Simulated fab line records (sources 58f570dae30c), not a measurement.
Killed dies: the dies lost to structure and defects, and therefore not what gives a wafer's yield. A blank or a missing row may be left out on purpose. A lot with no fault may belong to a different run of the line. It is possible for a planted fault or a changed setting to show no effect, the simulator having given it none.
The tool behind it: which one? ; flow berkeleyCmos170 ; 16 lots, 48 wafers sampled, at 5 steps of a route of 331

## WHAT THE GAUGES READ, wafer by wafer
UCB170_NWELL_TW_MEAS_16.
lot;measured;on;NWELL_TW
L669;day 2 07:09;filmMetro-02;1241 1247 1244
L670;day 2 18:52;filmMetro-03;1238 1236 1241
L671;day 2 20:49;filmMetro-02;1240 1245 1241
L674;day 3 08:20;filmMetro-04;1243 1244 1254
L673;day 3 08:40;filmMetro-03;1245 1245 1249
L675;day 3 20:01;filmMetro-04;1252 1261 1253
L676;day 3 20:17;filmMetro-04;1246 1252 1253
L677;day 4 07:08;filmMetro-03;1246 1244 1241
L679;day 4 13:55;filmMetro-02;1249 1248 1246
L680;day 5 01:12;filmMetro-03;1238 1248 1243
L681;day 5 01:27;filmMetro-02;1241 1242 1238
L682;day 5 07:02;filmMetro-02;1243 1248 1243
L683;day 5 11:38;filmMetro-04;1790 1794 1789
L685;day 5 17:21;filmMetro-03;1770 1762 1770
L684;day 5 17:37;filmMetro-04;1783 1783 1794
L686;day 6 00:47;filmMetro-02;1774 1770 1777

UCB170_PWELL_THK_MEAS_06.
lot;measured;on;PWELL_NITRIDE_THK (nm)
L669;day 2 20:25;filmMetro-04;218.2 219.1 217.4
L670;day 3 12:31;filmMetro-01;219.7 218.2 217.5
L671;day 3 12:31;filmMetro-03;220.6 221.1 220.6
L674;day 4 02:28;filmMetro-03;222.8 223.7 222.8
L673;day 4 02:27;filmMetro-04;221.5 221.0 222.8
L675;day 4 14:50;filmMetro-04;221.7 220.3 222.7
L676;day 4 20:11;filmMetro-03;216.1 215.9 216.5
L677;day 5 04:12;filmMetro-04;222.5 221.4 222.3
L679;day 5 04:16;filmMetro-01;222.3 220.2 221.1
L680;day 5 20:47;filmMetro-03;222.5 223.4 222.2
L681;day 5 20:48;filmMetro-01;221.5 221.7 221.0
L682;day 6 02:26;filmMetro-04;220.3 218.9 218.7
L683;day 6 02:26;filmMetro-03;225.0 224.2 222.8
L685;day 6 09:26;filmMetro-04;221.1 221.2 222.5
L684;day 6 09:26;filmMetro-03;220.3 218.3 220.8
L686;day 6 19:22;filmMetro-01;220.0 218.7 221.7

UCB170_ACTIVE_CD_MEAS_13: the cd target is 1200 nm.
lot;measured;on;cdNm (nm)
L669;day 4 08:26;cdSem-01;1200.2 1198.9 1200.2
L670;day 5 05:00;cdSem-02;1200.1 1199.0 1200.2
L671;day 5 04:38;cdSem-02;1199.1 1198.2 1198.2
L674;day 5 16:32;cdSem-02;1199.3 1200.2 1199.5
L673;day 5 16:13;cdSem-02;1198.5 1201.0 1200.4
L675;day 6 00:35;cdSem-02;1201.9 1202.4 1202.5
L676;day 6 00:56;cdSem-01;1198.9 1198.1 1198.2
L677;day 6 10:38;cdSem-02;1202.1 1202.1 1201.7
L679;day 6 10:24;cdSem-01;1199.1 1200.1 1200.0
L680;day 7 07:40;cdSem-01;1199.7 1199.2 1200.1
L681;day 7 08:17;cdSem-02;1198.4 1198.4 1199.7
L682;day 7 08:01;cdSem-02;1200.6 1200.2 1201.0
L683;day 7 07:47;cdSem-01;1200.4 1202.2 1200.5
L685;day 7 17:53;cdSem-01;1201.0 1201.3 1201.2
L684;day 7 17:53;cdSem-02;1202.4 1201.4 1201.0
L686;day 8 05:31;cdSem-02;1200.6 1200.6 1202.4

UCB170_PFIELD_TW_MEAS_09.
lot;measured;on;PFIELD_TW
L669;day 4 11:49;filmMetro-03;597 598 596
L670;day 5 07:07;filmMetro-03;598 598 599
L671;day 5 06:52;filmMetro-03;601 597 601
L674;day 5 19:04;filmMetro-04;605 603 607
L673;day 5 18:47;filmMetro-03;598 601 598
L675;day 6 02:32;filmMetro-02;603 600 601
L676;day 6 05:34;filmMetro-04;601 604 603
L677;day 6 13:24;filmMetro-03;597 600 598
L679;day 6 12:52;filmMetro-03;595 596 596
L680;day 7 09:37;filmMetro-03;595 600 596
L681;day 7 10:47;filmMetro-02;601 604 598
L682;day 7 10:31;filmMetro-04;601 599 603
L683;day 7 10:15;filmMetro-02;600 600 603
L685;day 7 20:20;filmMetro-03;599 597 601
L684;day 7 20:58;filmMetro-03;595 594 598
L686;day 8 07:47;filmMetro-02;605 603 604

## EACH LOT AND THE TOOL THAT RAN IT (in order: tool; ch and the chambers of the sampled wafers; start)
lot;UCB170_NWELL_IMPLANT_14
L669;implanter-03 ch 0, day 2 06:56
L670;implanter-02 ch 0, day 2 18:38
L671;implanter-03 ch 0, day 2 20:34
L674;implanter-04 ch 0, day 3 08:07
L673;implanter-03 ch 0, day 3 08:25
L675;implanter-02 ch 0, day 3 19:46
L676;implanter-03 ch 0, day 3 20:02
L677;implanter-04 ch 0, day 4 06:53
L679;implanter-02 ch 0, day 4 13:41
L680;implanter-02 ch 0, day 5 00:58
L681;implanter-03 ch 0, day 5 01:14
L682;implanter-02 ch 0, day 5 06:48
L683;implanter-04 ch 0, day 5 11:24
L685;implanter-04 ch 0, day 5 17:07
L684;implanter-02 ch 0, day 5 17:23
L686;implanter-03 ch 0, day 6 00:34
- UCB170_NWELL_IMPLANT_14

## AS READ BY THE TOOLS THEMSELVES (means over the sampled wafers that have a number; for cases with no such wafer, the mark the record gives instead)
UCB170_NWELL_IMPLANT_14.
lot;tool;faradayCurrentUA
L669;implanter-03;32.5
L670;implanter-02;31.9
L671;implanter-03;31.9
L674;implanter-04;31.5
L673;implanter-03;31.4
L675;implanter-02;31.8
L676;implanter-03;31.6
L677;implanter-04;32.1
L679;implanter-02;32.0
L680;implanter-02;31.9
L681;implanter-03;32.1
L682;implanter-02;31.6
L683;implanter-04;31.4
L685;implanter-04;31.9
L684;implanter-02;31.5
L686;implanter-03;31.9

## THE ANSWER, worked out from the rows above alone
Rule: usual is defined by the lots themselves. Put in order of their means at a reading, lots are off if they are a third of the lots or fewer, leave a main group of 4 or more, and stand apart from it by a gap of 3 or more times the standard deviation of the main group's means; of several such gaps the widest counts. Not used: any main group whose means are identical at the precision the tables above print for the reading. Also off: a lot with no number at a reading for which 4 or more lots have one. All remaining lots with rows at the step are treated as sound. The gauges are gone through in route order, then the tools' own readings, and for those a lot's mean is taken as printed above. At the first step where some lot is off, the reading lying furthest off is the one used; lots without a number count as furthest.
Off: at UCB170_NWELL_TW_MEAS_16 (NWELL_TW), L683, L685, L684, L686. For the main group the mean is 1245 and the standard deviation 4.4.
If a tool, at a process step before that reading, ran all the lots that are off and no sound lot after the first of them, it fits. Gauges at UCB170_NWELL_TW_MEAS_16: tried the same way as those tools. Of those tried, none fits.

## WHAT THE SIMULATOR PUT IN
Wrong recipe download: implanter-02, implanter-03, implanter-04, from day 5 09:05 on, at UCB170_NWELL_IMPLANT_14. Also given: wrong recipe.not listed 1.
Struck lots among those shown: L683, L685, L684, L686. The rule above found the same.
